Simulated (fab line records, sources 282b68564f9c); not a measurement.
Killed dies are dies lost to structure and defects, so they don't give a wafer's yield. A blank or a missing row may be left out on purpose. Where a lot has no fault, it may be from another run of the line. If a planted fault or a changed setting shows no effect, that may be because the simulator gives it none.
fab line records	flow ritCmos
record: lots: 6	wafers: 18	lastDay: 6
route steps=202 shown NLDD@110 PLDD@114 SPACER@125 NSD@131 PSD@142 M1@202
lots untouched by any fault: they come from a run of this same line in which no faults occurred
startH: hours from the record's opening day to when the first of the lot's shown wafers began	waitH: hours since the lot's step before	" repeats the value in the row above	L1.1+2: a single row standing in for several wafers	- either no value or no given start	* or withheld: withheld	< > ~ a bound
route shown NAME@n: names a module that has steps shown in the file, with the first one's number in the route	usual: mean/standard deviation taken from wafers without a fault	same: alike in all rows	chamber/n: place in a boat	sites: readings site by site	_std_site: the standard deviation of these	_edge_site: the outer-site mean with the inner-site mean subtracted	radiusMm: how far each site lies from the wafer's centre	mask NAME#n: copy n	behind: the last tool/chamber to shape the wafer	hold: why the lot was held/for how many hours/how that ended	device: whichever transistor did not switch (one of n, p or np)	end of line: tests of these same wafers at the route's end	a step with no rows: only its recipe	killed: count of dies lost to structure and defects at first sort (not the wafer's yield)	map: dies across one wafer; x = killed, . = not, _ = none there
set.NAME: the setting as run; set.NAME@STEP: as run at that earlier step	model.NAME: the simulator's own value behind a step, which no gauge read
a table for each step, a row for each wafer; lots at some steps of the route
services: from which hour (startH, from the record's first day; less than 0 if before it) a tool's chamber was out of use, for how many hours, and why
== steps ==
step: RIT_NLDD_HARDBAKE_07
recipe: resist: NOVOLAK	tempC: 140	timeS: 60
step: RIT_NLDD_IMPLANT_08
recipe: species: P	energyKev: 19.79	doseCm2: 5e+14	tiltDeg: 7
step: RIT_NLDD_STRIP_09
recipe: chemistry: O2	timeS: 180	resist: NOVOLAK	platenTempC: withheld	powerW: 500	pressureMtorr: 4000	o2FlowSccm: 4000
usual: drypumpMotorCurrentA: 6.0/0.44	rfReflPowerW: 6.4/1.2
lot.wafer	tool	chamber	startH	waitH	drypumpMotorCurrentA	rfHoursCounterH	rfReflPowerW
L907.2	plasmaAsher-04	0	70.66	0.1	5.7	43	5.7
L907.4	"	0	"	"	5.7	-	5.4
L907.6	"	1	"	"	5.4	-	8.2
L911.1	plasmaAsher-04	0	87.82	0.1	5.8	45	5.7
L911.4	"	0	"	"	5.7	-	5.5
L911.5	"	0	"	"	5.8	-	5.5
L916.1	plasmaAsher-04	0	112.05	0.1	5.8	48	5.5
L916.5	"	0	"	"	5.8	-	5.4
L916.6	"	1	"	"	5.4	-	9.0
L917.2	plasmaAsher-04	1	116.62	0.1	5.4	49	8.4
L917.5	"	0	"	"	5.8	-	5.6
L917.6	"	1	"	"	5.4	-	8.9
L918.2	plasmaAsher-01	1	122.87	0.1	6.4	48	5.4
L918.3	"	1	"	"	6.4	-	5.5
L918.4	"	0	"	"	6.6	-	6.0
L921.2	plasmaAsher-04	1	138.22	0.1	5.4	50	8.6
L921.3	"	1	"	"	5.4	-	8.4
L921.4	"	0	"	"	5.7	-	5.6
step: RIT_NLDD_TW_MEAS_10
usual: NLDD_TW: 2479/19
lot.wafer	tool	chamber	startH	waitH	NLDD_TW
L907.2	filmMetro-03	-	70.84	0.1	2485
L907.4	"	-	"	"	2487
L907.6	"	-	"	"	2491
L911.1	filmMetro-01	-	87.99	0.1	2449
L911.4	"	-	"	"	2454
L911.5	"	-	"	"	2425
L916.1	filmMetro-03	-	112.22	0.1	2494
L916.5	"	-	"	"	2480
L916.6	"	-	"	"	2483
L917.2	filmMetro-02	-	116.81	0.1	2491
L917.5	"	-	"	"	2469
L917.6	"	-	"	"	2496
L918.2	filmMetro-01	-	123.06	0.1	2464
L918.3	"	-	"	"	2467
L918.4	"	-	"	"	2469
L921.2	filmMetro-01	-	138.41	0.1	2454
L921.3	"	-	"	"	2479
L921.4	"	-	"	"	2458
step: RIT_PLDD_HMDS_00
recipe: primeTimeS: 60	primeTempC: 140
step: RIT_PLDD_COAT_01
recipe: resist: NOVOLAK	spinRpm: 3250	resistThkNm: 1000
step: RIT_PLDD_SOFTBAKE_02
recipe: resist: NOVOLAK	tempC: 90	timeS: 60
step: RIT_PLDD_EXPOSE_03
recipe: maskId: M8	na: 0.57	targetCdNm: 40900	doseMj: 250
step: RIT_PLDD_PEB_04
recipe: resist: NOVOLAK	tempC: withheld	timeS: withheld
step: RIT_PLDD_DEVELOP_05
recipe: resist: NOVOLAK	developTimeS: 50	devTempC: 23
step: RIT_PLDD_OVL_MEAS_06
usual: PLDD_OVL: -0.1/1.5
lot.wafer	tool	chamber	startH	waitH	PLDD_OVL[nm]
L907.2	overlay-01	-	71.89	-	-0.8
L907.4	"	-	"	"	-2.2
L907.6	"	-	"	"	-1.0
L911.1	overlay-02	-	89.15	-	-0.2
L911.4	"	-	"	"	-0.2
L911.5	"	-	"	"	0.0
L916.1	overlay-02	-	113.27	-	0.5
L916.5	"	-	"	"	1.1
L916.6	"	-	"	"	1.7
L917.2	overlay-01	-	117.84	-	-1.0
L917.5	"	-	"	"	0.5
L917.6	"	-	"	"	2.9
L918.2	overlay-02	-	124.09	-	1.2
L918.3	"	-	"	"	0.8
L918.4	"	-	"	"	-1.4
L921.2	overlay-02	-	139.44	-	-0.1
L921.3	"	-	"	"	-2.8
L921.4	"	-	"	"	-1.7
step: RIT_PLDD_HARDBAKE_07
recipe: resist: NOVOLAK	tempC: 140	timeS: 60
step: RIT_PLDD_IMPLANT_08
recipe: species: BF2	energyKev: 20	doseCm2: 9e+14	tiltDeg: 7
usual: doseIonsCm2: 9e+14/1e+12	endStationPressureTorr: 7.3e-06/3.8e-07	faradayCurrentUA: 2819/54
lot.wafer	tool	chamber	startH	waitH	doseIonsCm2	endStationPressureTorr	faradayCurrentUA
L907.2	implanter-02	0	72.09	0.1	9.013e+14	6.9e-06	2875
L907.4	"	0	"	"	9.004e+14	7.9e-06	2836
L907.6	"	0	"	"	8.987e+14	6.6e-06	2943
L911.1	implanter-03	0	89.45	0.1	8.988e+14	8.6e-06	2738
L911.4	"	0	"	"	9.004e+14	7.5e-06	2760
L911.5	"	0	"	"	8.987e+14	7e-06	2859
L916.1	implanter-03	0	113.46	0.1	1.4398e+15	9.2e-06	4522
L916.5	"	0	"	"	1.4398e+15	8.3e-06	4417
L916.6	"	0	"	"	1.44e+15	8.7e-06	4462
L917.2	implanter-01	0	118.05	0.1	9.002e+14	7.3e-06	2808
L917.5	"	0	"	"	8.992e+14	7.8e-06	2874
L917.6	"	0	"	"	9.016e+14	7.7e-06	2812
L918.2	implanter-03	0	124.29	0.1	1.44e+15	8.4e-06	4641
L918.3	"	0	"	"	1.4401e+15	9.2e-06	4611
L918.4	"	0	"	"	1.4377e+15	8.3e-06	4392
L921.2	implanter-02	0	139.64	0.1	8.997e+14	7.4e-06	2774
L921.3	"	0	"	"	9.003e+14	6.8e-06	2843
L921.4	"	0	"	"	8.997e+14	6.8e-06	2921
step: RIT_PLDD_STRIP_09
recipe: chemistry: O2	timeS: 180	resist: NOVOLAK	platenTempC: withheld	powerW: 500	pressureMtorr: 4000	o2FlowSccm: 4000
step: RIT_PLDD_TW_MEAS_10
usual: PLDD_TW: 2343/20
lot.wafer	tool	chamber	startH	waitH	PLDD_TW
L907.2	filmMetro-02	-	72.40	0.1	2351
L907.4	"	-	"	"	2357
L907.6	"	-	"	"	2356
L911.1	filmMetro-02	-	89.77	0.1	2365
L911.4	"	-	"	"	2363
L911.5	"	-	"	"	2357
L916.1	filmMetro-03	-	113.78	0.1	2625
L916.5	"	-	"	"	2614
L916.6	"	-	"	"	2604
L917.2	filmMetro-02	-	118.36	0.1	2355
L917.5	"	-	"	"	2367
L917.6	"	-	"	"	2360
L918.2	filmMetro-03	-	124.60	0.1	2651
L918.3	"	-	"	"	2666
L918.4	"	-	"	"	2665
L921.2	filmMetro-01	-	139.95	0.1	2339
L921.3	"	-	"	"	2330
L921.4	"	-	"	"	2343
step: RIT_SPACER_CLEAN_00
recipe: chemistry: SC1	mix: 3:3:50	timeS: 600	tempC: 75
step: RIT_SPACER_CLEAN_01
recipe: chemistry: dHF	dilution: 50:1	timeS: 30
step: RIT_SPACER_CLEAN_02
recipe: chemistry: SC2	mix: 3:3:50	timeS: 600	tempC: 75	dry: n2Spin
step: RIT_SPACER_CVD_03
recipe: material: Si3N4	targetThkNm: 250	tempC: 810	precursor: SiH2Cl2/NH3	timeS: 3226	pressureMtorr: 300	sih2cl2FlowSccm: 60	nh3FlowSccm: 150
step: RIT_SPACER_THK_MEAS_04
recipe: reads: Si3N4_of_SPACER_CVD_03
usual: SPACER_NITRIDE_THK: 245.2/1.8
lot.wafer	tool	chamber	startH	waitH	SPACER_NITRIDE_THK[nm]
L907.2	filmMetro-02	-	75.72	0.0	243.6
L907.4	"	-	"	"	244.0
L907.6	"	-	"	"	243.7
L911.1	filmMetro-01	-	92.15	0.0	246.1
L911.4	"	-	"	"	245.1
L911.5	"	-	"	"	244.4
L916.1	filmMetro-04	-	117.11	0.0	242.4
L916.5	"	-	"	"	242.7
L916.6	"	-	"	"	242.3
L917.2	filmMetro-04	-	122.08	0.0	244.0
L917.5	"	-	"	"	244.9
L917.6	"	-	"	"	244.6
L918.2	filmMetro-02	-	127.45	0.0	245.0
L918.3	"	-	"	"	247.1
L918.4	"	-	"	"	245.2
L921.2	filmMetro-01	-	142.38	0.0	246.0
L921.3	"	-	"	"	243.5
L921.4	"	-	"	"	246.6
step: RIT_SPACER_ETCHBACK_05
recipe: targetDepthA: 2500	SF6_flow_sccm: 30	CHF3_flow_sccm: 30	target: Si3N4	chemistry: SF6/CHF3	pressureMtorr: 40	rfW: 250	timeS: 240	stopOn: SiO2
usual: drypumpMotorCurrentA: 5.95/0.21	oesProductAu: 0.831/0.014	throttleValvePct: 10.22/0.12
lot.wafer	tool	chamber	startH	waitH	drypumpMotorCurrentA	oesProductAu	rfHoursCounterH	throttleValvePct
L907.2	rieDiel-01	3	75.77	0.0	5.99	0.826	141	10.06
L907.4	"	1	"	"	6.13	0.852	-	10.23
L907.6	"	3	"	"	5.99	0.814	-	10.07
L911.1	rieDiel-01	2	92.21	0.1	5.86	0.823	17	10.22
L911.4	"	2	"	"	5.88	0.834	-	10.24
L911.5	"	3	"	"	6.00	0.816	-	10.06
L916.1	rieDiel-01	1	117.17	0.1	6.09	0.846	156	10.24
L916.5	"	1	"	"	6.09	0.850	-	10.25
L916.6	"	0	"	"	6.07	0.824	-	10.22
L917.2	rieDiel-01	1	122.13	0.0	6.10	0.857	156	10.27
L917.5	"	3	"	"	6.00	0.821	-	10.07
L917.6	"	0	"	"	6.04	0.836	-	10.23
L918.2	rieDiel-01	2	127.50	0.0	5.84	0.825	18	10.25
L918.3	"	3	"	"	5.99	0.826	143	10.08
L918.4	"	0	"	"	6.07	0.825	-	10.24
L921.2	rieDiel-04	2	142.43	0.0	6.20	0.834	81	10.12
L921.3	"	1	"	"	5.69	0.838	-	10.57
L921.4	"	2	"	"	6.22	0.824	-	10.13
step: RIT_NSD_HMDS_00
recipe: primeTimeS: 60	primeTempC: 140
step: RIT_NSD_COAT_01
recipe: resist: NOVOLAK	spinRpm: 3250	resistThkNm: 1000
step: RIT_NSD_SOFTBAKE_02
recipe: resist: NOVOLAK	tempC: 90	timeS: 60.96
usual: plateSensorTCentreC: 90.970/0.01	plateSensorTEdgeC: 91.020/0.01	resistLineTempC: 23.02/0.099
lot.wafer	tool	chamber	startH	waitH	plateSensorTCentreC	plateSensorTEdgeC	resistLineTempC
L907.2	lithoTrack-03	0	76.24	0.1	90.956	91.028	22.91
L907.4	"	0	"	"	90.953	91.022	23.09
L907.6	"	0	"	"	90.977	91.027	23.05
L911.1	lithoTrack-01	0	92.86	0.1	90.982	91.020	23.02
L911.4	"	0	"	"	90.978	91.034	23.03
L911.5	"	0	"	"	90.966	91.025	23.13
L916.1	lithoTrack-04	0	117.62	0.1	90.965	91.003	23.04
L916.5	"	0	"	"	90.970	91.020	23.07
L916.6	"	0	"	"	90.975	91.008	23.11
L917.2	lithoTrack-03	0	122.60	0.1	90.978	91.009	22.97
L917.5	"	0	"	"	90.950	91.027	23.06
L917.6	"	0	"	"	90.975	91.011	23.01
L918.2	lithoTrack-03	0	127.98	0.1	90.973	91.014	23.08
L918.3	"	0	"	"	90.985	91.026	23.18
L918.4	"	0	"	"	90.960	91.002	23.06
L921.2	lithoTrack-04	0	142.98	0.1	90.963	91.027	22.71
L921.3	"	0	"	"	90.970	91.026	22.94
L921.4	"	0	"	"	90.985	91.004	22.95
step: RIT_NSD_EXPOSE_03
recipe: maskId: M9	na: 0.57	targetCdNm: 40700	doseMj: 250
step: RIT_NSD_PEB_04
recipe: resist: NOVOLAK	tempC: withheld	timeS: withheld
step: RIT_NSD_DEVELOP_05
recipe: resist: NOVOLAK	developTimeS: 50	devTempC: 23
step: RIT_NSD_OVL_MEAS_06
usual: NSD_OVL: 0.0/1.5
lot.wafer	tool	chamber	startH	waitH	NSD_OVL[nm]
L907.2	overlay-02	-	76.90	-	-0.3
L907.4	"	-	"	"	1.0
L907.6	"	-	"	"	1.6
L911.1	overlay-02	-	93.54	-	1.1
L911.4	"	-	"	"	1.7
L911.5	"	-	"	"	0.2
L916.1	overlay-02	-	118.17	-	-0.8
L916.5	"	-	"	"	-2.6
L916.6	"	-	"	"	-2.7
L917.2	overlay-01	-	123.13	-	-2.1
L917.5	"	-	"	"	1.2
L917.6	"	-	"	"	0.0
L918.2	overlay-01	-	128.63	-	1.0
L918.3	"	-	"	"	2.3
L918.4	"	-	"	"	1.6
L921.2	overlay-01	-	143.64	-	0.3
L921.3	"	-	"	"	1.3
L921.4	"	-	"	"	-0.2
step: RIT_NSD_HARDBAKE_07
recipe: resist: NOVOLAK	tempC: 140	timeS: 60
step: RIT_NSD_IMPLANT_08
recipe: species: P	energyKev: 25	doseCm2: 1e+15	tiltDeg: 7
step: RIT_NSD_STRIP_09
recipe: chemistry: O2	timeS: 180	resist: NOVOLAK	platenTempC: withheld	powerW: 500	pressureMtorr: 4000	o2FlowSccm: 4000
usual: drypumpMotorCurrentA: 6.1/0.43	rfReflPowerW: 6.7/1.6
lot.wafer	tool	chamber	startH	waitH	drypumpMotorCurrentA	rfHoursCounterH	rfReflPowerW
L907.2	plasmaAsher-03	0	77.23	0.1	6.3	44	6.5
L907.4	"	1	"	"	5.6	-	5.6
L907.6	"	1	"	"	5.6	-	5.9
L911.1	plasmaAsher-02	1	93.88	0.1	5.5	30	9.4
L911.4	"	0	"	"	6.4	-	5.8
L911.5	"	1	"	"	5.5	-	9.6
L916.1	plasmaAsher-03	0	118.51	0.1	6.3	0	6.6
L916.5	"	0	"	"	6.3	-	6.3
L916.6	"	1	"	"	5.6	-	5.4
L917.2	plasmaAsher-02	1	123.46	0.1	5.5	32	9.7
L917.5	"	0	"	"	6.5	-	5.5
L917.6	"	1	"	"	5.6	-	9.4
L918.2	plasmaAsher-02	1	129.07	0.1	5.6	33	9.0
L918.3	"	0	"	"	6.5	-	5.7
L918.4	"	1	"	"	5.5	-	9.1
L921.2	plasmaAsher-02	0	143.97	0.1	6.4	34	5.7
L921.3	"	1	"	"	5.6	-	9.9
L921.4	"	0	"	"	6.4	-	5.5
step: RIT_NSD_TW_MEAS_10
usual: NSD_TW: 3121/21
lot.wafer	tool	chamber	startH	waitH	NSD_TW
L907.2	filmMetro-02	-	77.42	0.1	3145
L907.4	"	-	"	"	3134
L907.6	"	-	"	"	3117
L911.1	filmMetro-02	-	94.05	0.1	3156
L911.4	"	-	"	"	3129
L911.5	"	-	"	"	3158
L916.1	filmMetro-02	-	118.68	0.1	3137
L916.5	"	-	"	"	3144
L916.6	"	-	"	"	3140
L917.2	filmMetro-01	-	123.65	0.1	3092
L917.5	"	-	"	"	3099
L917.6	"	-	"	"	3110
L918.2	filmMetro-02	-	129.26	0.1	3121
L918.3	"	-	"	"	3140
L918.4	"	-	"	"	3114
L921.2	filmMetro-02	-	144.15	0.1	3097
L921.3	"	-	"	"	3112
L921.4	"	-	"	"	3097
step: RIT_PSD_HMDS_00
recipe: primeTimeS: 60	primeTempC: 140
step: RIT_PSD_COAT_01
recipe: resist: NOVOLAK	spinRpm: 3250	resistThkNm: 1000
step: RIT_PSD_SOFTBAKE_02
recipe: resist: NOVOLAK	tempC: 90	timeS: 60
step: RIT_PSD_EXPOSE_03
recipe: maskId: M10	na: 0.57	targetCdNm: 40900	doseMj: 250
step: RIT_PSD_PEB_04
recipe: resist: NOVOLAK	tempC: withheld	timeS: withheld
step: RIT_PSD_DEVELOP_05
recipe: resist: NOVOLAK	developTimeS: 50	devTempC: 23
step: RIT_PSD_OVL_MEAS_06
usual: PSD_OVL: 0.1/1.6
lot.wafer	tool	chamber	startH	waitH	PSD_OVL[nm]
L907.2	overlay-01	-	78.33	-	-0.3
L907.4	"	-	"	"	3.3
L907.6	"	-	"	"	1.8
L911.1	overlay-01	-	95.09	-	1.0
L911.4	"	-	"	"	1.5
L911.5	"	-	"	"	0.5
L916.1	overlay-01	-	119.59	-	-0.4
L916.5	"	-	"	"	-0.8
L916.6	"	-	"	"	0.3
L917.2	overlay-01	-	124.68	-	0.3
L917.5	"	-	"	"	0.4
L917.6	"	-	"	"	0.6
L918.2	overlay-01	-	130.29	-	0.3
L918.3	"	-	"	"	2.8
L918.4	"	-	"	"	0.6
L921.2	overlay-01	-	145.06	-	1.2
L921.3	"	-	"	"	1.6
L921.4	"	-	"	"	1.1
step: RIT_PSD_HARDBAKE_07
recipe: resist: NOVOLAK	tempC: 140	timeS: 60
step: RIT_PSD_IMPLANT_08
recipe: species: BF2	energyKev: 26.48	doseCm2: 5e+15	tiltDeg: 7
step: RIT_PSD_STRIP_09
recipe: chemistry: O2	timeS: 180	resist: NOVOLAK	platenTempC: withheld	powerW: 500	pressureMtorr: 4000	o2FlowSccm: 4000
usual: drypumpMotorCurrentA: 5.9/0.47	rfReflPowerW: 7.0/1.7
lot.wafer	tool	chamber	startH	waitH	drypumpMotorCurrentA	rfHoursCounterH	rfReflPowerW
L907.2	plasmaAsher-02	0	78.66	0.1	6.5	29	5.7
L907.4	"	1	"	"	5.5	-	9.3
L907.6	"	1	"	"	5.5	-	9.3
L911.1	plasmaAsher-01	1	95.42	0.1	6.4	44	5.5
L911.4	"	1	"	"	6.4	-	5.3
L911.5	"	1	"	"	6.4	-	5.4
L916.1	plasmaAsher-04	0	119.93	0.1	5.8	49	5.6
L916.5	"	0	"	"	5.8	-	5.5
L916.6	"	1	"	"	5.4	-	8.2
L917.2	plasmaAsher-04	1	125.01	0.1	5.4	50	8.9
L917.5	"	1	"	"	5.4	-	9.3
L917.6	"	0	"	"	5.8	-	5.7
L918.2	plasmaAsher-02	0	130.62	0.1	6.4	33	5.5
L918.3	"	0	"	"	6.4	-	5.5
L918.4	"	1	"	"	5.5	-	9.4
L921.2	plasmaAsher-04	1	145.39	0.1	5.4	51	9.2
L921.3	"	0	"	"	5.8	-	5.5
L921.4	"	1	"	"	5.4	-	9.3
step: RIT_SDANNEAL_RS_MEAS_06
recipe: thkMeasGauge: four-point-probe
usual: PLDD_RS: 178.5/0.47
lot.wafer	tool	chamber	startH	waitH	PLDD_RS[ohm/sq]
L907.2	filmMetro-01	-	79.61	0.1	178.8
L907.4	"	-	"	"	178.7
L907.6	"	-	"	"	179.2
L911.1	filmMetro-02	-	96.34	0.1	177.9
L911.4	"	-	"	"	178.7
L911.5	"	-	"	"	178.1
L916.1	filmMetro-01	-	120.89	0.1	156.0
L916.5	"	-	"	"	156.3
L916.6	"	-	"	"	156.4
L917.2	filmMetro-01	-	126.30	0.1	178.4
L917.5	"	-	"	"	178.0
L917.6	"	-	"	"	177.9
L918.2	filmMetro-02	-	131.79	0.1	157.0
L918.3	"	-	"	"	157.1
L918.4	"	-	"	"	156.9
L921.2	filmMetro-01	-	146.32	0.1	178.7
L921.3	"	-	"	"	179.3
L921.4	"	-	"	"	178.8
step: RIT_M1_PROBE_99
usual: killedAtContacts: 0.1/0.25	killedAtFrontEnd: 6.3/2.9	killedDies: 6.4/2.9	killedOpen: 3.3/2.1	killedShort: 3.1/1.7
same: grossDies: 264	killed_at_M0_to_M3: 0	killed_at_M4_up: 0	killedAtBackSide: 0	killedAtOther: 0
lot.wafer	tool	chamber	startH	waitH	killedAtContacts	killedAtFrontEnd	killedDies	killedOpen	killedShort	model.etest.pmosTurned.rOnOhmUm	model.etest.pmos_0p15.rOnOhmUm	model.etest.pldd.rsOhmSq	model.etest.pldd.lineOhmUm	model.etest.pmosTurned.driveUaUm	model.etest.pmos_0p15.driveUaUm	model.etest.pmos_0p15.swingMvDec	model.etest.pmos_0p15.offLog10AUm
L907.2	prober-02	-	86.87	0.1	0	4	4	1	3	4051	3184	652.5	206	150.6	219.7	83.8	-11.2
L907.4	prober-02	-	86.97	0.2	0	4	4	2	2	3931	3089	633.3	204.5	155.1	226.4	83.64	-10.97
L907.6	prober-02	-	87.07	0.2	0	6	6	4	2	4061	3182	628.9	204.3	151.1	220	83.78	-11.07
L911.1	prober-02	-	103.34	0.1	1	14	15	12	3	3616	2846	556.2	175.5	174.2	249.2	84.13	-10.44
L911.4	prober-02	-	103.49	0.2	0	7	7	6	1	3582	2824	525	166.4	177.6	251	84.17	-10.47
L911.5	prober-02	-	103.54	0.2	0	6	6	2	4	3544	2806	531.6	166.4	181.1	254.9	84.57	-10.37
L916.1	prober-02	-	128.11	0.1	0	3	3	1	2	3212	2577	374.4	116.7	208	271.6	84.76	-10.09
L916.5	prober-02	-	128.31	0.2	0	6	6	6	0	3256	2645	393	125.2	202.6	265.2	84.47	-10.12
L916.6	prober-02	-	128.36	0.2	0	8	8	3	5	3327	2696	377.7	119.8	203.5	263.8	84.22	-10.36
L917.2	prober-01	-	133.80	0.1	0	6	6	4	2	3638	2879	496.2	156.6	175.9	243.8	83.7	-10.63
L917.5	prober-01	-	133.95	0.2	0	5	5	2	3	3715	2991	485.9	154.1	173.3	231.5	83.75	-11.01
L917.6	prober-01	-	134.00	0.2	0	9	9	3	6	3561	2819	490.1	156.6	181.5	247.4	83.94	-10.56
L918.2	prober-02	-	139.78	0.1	0	7	7	4	3	3213	2585	363.9	116	207.7	275.7	84.63	-10.02
L918.3	prober-02	-	139.83	0.2	0	8	8	4	4	3248	2618	372.1	117.3	201.4	267.1	84.66	-10.18
L918.4	prober-02	-	139.88	0.2	0	10	10	5	5	3166	2534	364.7	113.4	209.1	275	84.76	-9.911
L921.2	prober-01	-	153.71	0.1	1	6	7	6	1	3213	2565	457.9	142	207.5	276.1	83.7	-10.05
L921.3	prober-01	-	153.76	0.2	0	7	7	3	4	3181	2587	456.4	142.1	208.5	279.2	83.89	-9.84
L921.4	prober-01	-	153.81	0.2	0	5	5	4	1	3180	2536	462.1	145.6	208.6	282.6	83.72	-9.734
killed by level:class
L907.2 FOX1:geometricParticle:short=1 GATE:geometricParticle:open=1 GATE:geometricParticle:short=1 SPACER:geometricParticle:short=1
L907.4 FOX2:geometricParticle:open=1 FOX2:geometricParticle:short=1 GATE:geometricParticle:open=1 SPACER:geometricParticle:short=1
L907.6 FOX1:geometricParticle:open=1 GATE:geometricParticle:short=1 GATE:geometricParticle:open=1 SPACER:geometricParticle:open=1 SPACER:geometricParticle:short=1 SILICIDE:geometricParticle:open=1
L911.1 SILICIDE:geometricParticle:open=6 GATE:geometricParticle:open=3 SILICIDE:geometricParticle:short=2 SPACER:geometricParticle:open=1 FOX1:geometricParticle:open=1 GATE:geometricParticle:short=1 CONTACT:geometricParticle:open=1
L911.4 GATE:geometricParticle:open=5 FOX1:geometricParticle:open=1 GATE:geometricParticle:short=1
L911.5 REOX:geometricParticle:short=2 FOX2:geometricParticle:short=1 GATE:geometricParticle:open=1 GATE:geometricParticle:short=1 SPACER:geometricParticle:open=1
L916.1 GATE:geometricParticle:open=1 SPACER:geometricParticle:short=1 SILICIDE:geometricParticle:short=1
L916.5 FOX1:geometricParticle:open=2 REOX:geometricParticle:open=2 GATE:geometricParticle:open=1 SPACER:geometricParticle:open=1
L916.6 REOX:geometricParticle:short=2 REOX:geometricParticle:open=2 FOX1:geometricParticle:open=1 FOX1:geometricParticle:short=1 FOX2:geometricParticle:short=1 SILICIDE:geometricParticle:short=1
L917.2 GATE:geometricParticle:open=2 GATE:geometricParticle:short=1 SPACER:geometricParticle:open=1 SPACER:geometricParticle:short=1 SILICIDE:geometricParticle:open=1
L917.5 FOX1:geometricParticle:short=2 FOX1:geometricParticle:open=1 FOX2:geometricParticle:open=1 SPACER:geometricParticle:short=1
L917.6 GATE:geometricParticle:short=2 ACTIVE:geometricParticle:short=1 FOX1:geometricParticle:open=1 FOX1:geometricParticle:short=1 GATE:geometricParticle:open=1 REOX:geometricParticle:open=1 SPACER:geometricParticle:short=1 SILICIDE:geometricParticle:short=1
L918.2 GATE:geometricParticle:open=3 GATE:geometricParticle:short=2 REOX:geometricParticle:short=1 REOX:geometricParticle:open=1
L918.3 GATE:geometricParticle:short=2 GATE:geometricParticle:open=2 FOX2:geometricParticle:short=1 REOX:geometricParticle:open=1 REOX:geometricParticle:short=1 SPACER:geometricParticle:open=1
L918.4 GATE:geometricParticle:short=2 SPACER:geometricParticle:short=2 FOX1:geometricParticle:short=1 FOX1:geometricParticle:open=1 GATE:geometricParticle:open=1 REOX:geometricParticle:open=1 SPACER:geometricParticle:open=1 SILICIDE:geometricParticle:open=1
L921.2 FOX1:geometricParticle:open=2 FOX2:geometricParticle:open=1 REOX:geometricParticle:short=1 SPACER:geometricParticle:open=1 SILICIDE:geometricParticle:open=1 CONTACT:geometricParticle:open=1
L921.3 SPACER:geometricParticle:short=2 FOX1:geometricParticle:short=1 FOX2:geometricParticle:open=1 REOX:geometricParticle:open=1 SPACER:geometricParticle:open=1 SILICIDE:geometricParticle:short=1
L921.4 FOX1:geometricParticle:open=1 GATE:geometricParticle:open=1 REOX:geometricParticle:short=1 REOX:geometricParticle:open=1 SILICIDE:geometricParticle:open=1
== services ==
tool	chamber	startH	hours	kind
plasmaAsher-03	-	52.92	0.6	repair
rieDiel-01	0	72.89	-	clean
rieDiel-01	0	72.89	-	consumableReplace:esc
rieDiel-01	0	72.89	21.3	scheduledDown
rieDiel-01	0	72.89	21.3	ventCycle
plasmaAsher-01	-	76.21	2.8	pm
rieDiel-04	-	84.68	0.3	repair
implanter-02	-	87.00	19.5	pm
plasmaAsher-03	-	108.80	9.0	pm
plasmaAsher-03	0	108.80	9.0	ventCycle
plasmaAsher-03	1	108.80	9.0	ventCycle
plasmaAsher-02	-	110.74	10.5	repair
plasmaAsher-03	0	117.80	-	clean
plasmaAsher-03	1	117.80	-	clean
rieDiel-01	2	120.15	6.0	repair
plasmaAsher-04	-	125.93	8.0	repair
rieDiel-01	1	126.12	-	clean
rieDiel-01	1	126.12	12.5	scheduledDown
rieDiel-01	1	126.12	12.5	ventCycle
implanter-02	-	126.24	4.0	pm
rieDiel-04	0	128.36	46.2	repair
rieDiel-04	2	130.13	4.4	repair
implanter-03	-	136.27	1.2	repair
implanter-03	-	142.56	5.1	pm
== key ==
firstSign: step: RIT_PLDD_IMPLANT_08	reading: doseIonsCm2	direction: up	sigmas: 99+	usual: 9e+14	struck: 1.4396e+15
effect: step: RIT_PLDD_IMPLANT_08	reading: faradayCurrentUA	direction: up	sigmas: 31	usual: 2819	struck: 4508
effect: step: RIT_PLDD_TW_MEAS_10	reading: PLDD_TW	direction: up	sigmas: 14	usual: 2343	struck: 2637
effect: step: RIT_SDANNEAL_RS_MEAS_06	reading: PLDD_RS	direction: down	sigmas: 46	usual: 178.5	struck: 156.6
modelEffect: step: RIT_M1_PROBE_99	value: etest.pmosTurned.rOnOhmUm	without: 3568	struck: 3237
metAt RIT_PLDD_IMPLANT_08
struckWafers L916.1,L916.5,L916.6,L918.2,L918.3,L918.4
testerLeftOut L916,L918
onsetBetween 89.45 113.46
fault: kind: processParameterDrift	tool: implanter-03	chamber: -	onsetH: 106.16	steps: RIT_PLDD_IMPLANT_08	channel: doseCm2	offset: 5.4e+14	shape: step	endH: 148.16	actsIn: theseRecipesOnly	stated: 9e+14
testerLeftOut: of these lots the tester's yield and bins aren't shown, on N5 and GAA mostly nor the transistor test; their killed dies are dies lost to structure and defects alone, not to doping, threshold or leakage, so they don't give the yield
